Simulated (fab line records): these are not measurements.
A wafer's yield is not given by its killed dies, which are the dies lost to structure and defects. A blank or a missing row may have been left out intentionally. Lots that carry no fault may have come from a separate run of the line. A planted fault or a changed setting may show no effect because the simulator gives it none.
A lot that was struck, set against a sound lot -- flow ritCmos -- 19 out of 202 route steps
Sound: wafers L843.1, L843.4, L843.5. The struck wafers were L855.1, L855.2, L855.4. Last of all comes the cause.
Order at every step that has rows: each side's tool, ch and its chambers, its first start. Under that, the readings that differ: sound wafers -- struck wafers -- difference of the means -- sigmas: that difference in standard deviations of wafers without a fault.
alike: readings whose means differ by less than 2 such deviations, and words and numbers that are the same on both sides. not compared: withheld readings, readings that some wafer has no value for, bounds like >300 that may hide the same value, and numbers for which the record gives no deviation and whose values overlap.
The two part at a step that has a row with sigmas, a row that says differs or no value, or rows on one side only. Numbers that have no deviation but don't overlap get no sigmas and don't part them. Lack of a reading on every wafer of one side parts them only where that side has two or more wafers.

first, 2 steps without rows for these wafers: RIT_NWELL_HARDBAKE_07 (time 120 s); RIT_NWELL_IMPLANT_08.
RIT_NWELL_STRIP_09: strips in O2, time 180 s.
  sound on plasmaAsher-04 ch 0, day 3 08:31; struck on plasmaAsher-01 ch 0,1, day 5 22:35
  alike: drypumpMotorCurrentA, o2FlowSccm
  not compared: rfHoursCounterH
RIT_NWELL_TW_MEAS_10:
  struck on filmMetro-02, day 5 22:46; sound on filmMetro-02, day 3 08:41
  alike: NWELL_TW
then, 6 steps without rows for these wafers: RIT_PWELL_HMDS_00 (prime time 60 s); RIT_PWELL_COAT_01 (resist thk 1300 nm); RIT_PWELL_SOFTBAKE_02 (time 60 s); RIT_PWELL_EXPOSE_03 (exposes mask M3, target cd 43700 nm); RIT_PWELL_PEB_04; RIT_PWELL_DEVELOP_05 (develop time 68 s).
RIT_PWELL_OVL_MEAS_06:
  struck on overlay-02, day 5 23:49; sound on overlay-02, day 3 09:37
  alike: PWELL_OVL
then, 1 step without rows for these wafers: RIT_PWELL_HARDBAKE_07 (time 120 s).
RIT_PWELL_IMPLANT_08:
  sound on implanter-02 ch 0, day 3 09:55; struck on implanter-01 ch 0, day 6 00:07
reading,sound,struck,difference,sigmas
doseIonsCm2,7.01e+13 7.002e+13 7.018e+13,6.851e+13 6.858e+13 6.842e+13,-1.597e+12,-23
RIT_PWELL_STRIP_09: strips in O2, time 180 s.
  sound on plasmaAsher-04 ch 0,1, day 3 10:04; struck on plasmaAsher-04 ch 0,1, day 6 00:16
  alike: drypumpMotorCurrentA, o2FlowSccm
  not compared: rfHoursCounterH
RIT_PWELL_TW_MEAS_10:
  struck on filmMetro-04, day 6 00:26; sound on filmMetro-01, day 3 10:14
  alike: PWELL_TW
then, 1 step without rows for these wafers: RIT_WELLDRIVE_ANNEAL_00 (time 14700 s).
RIT_WELLDRIVE_RS_MEAS_01: a four-point-probe measurement.
  struck on filmMetro-04, day 6 05:35; sound on filmMetro-04, day 3 15:29
  alike: NWELL_RS
RIT_WELLDRIVE_RS_MEAS_02: a four-point-probe measurement.
  struck on filmMetro-04, day 6 05:59; sound on filmMetro-04, day 3 15:36
reading,sound,struck,difference,sigmas
PWELL_RS (ohm/sq),428.2 428.3 428.1,435.9 436.5 435.7,+7.8,+7
  not compared: hold
RIT_M1_PROBE_99:
  struck on prober-02, day 7 20:26; sound on prober-01, day 4 19:32
  alike: killedAtContacts, killedAtFrontEnd, killedDies, killedOnRim, killedOpen, killedShort

## WHERE THEY PART
At RIT_PWELL_IMPLANT_08 first; at RIT_WELLDRIVE_RS_MEAS_02 last (within this record only). Later steps at which nothing parts them and some readings are alike: RIT_M1_PROBE_99.

WHY: what the simulator had put in
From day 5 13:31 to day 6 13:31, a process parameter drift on implanter-01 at RIT_PWELL_IMPLANT_08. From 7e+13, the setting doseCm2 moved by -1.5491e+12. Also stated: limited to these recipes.
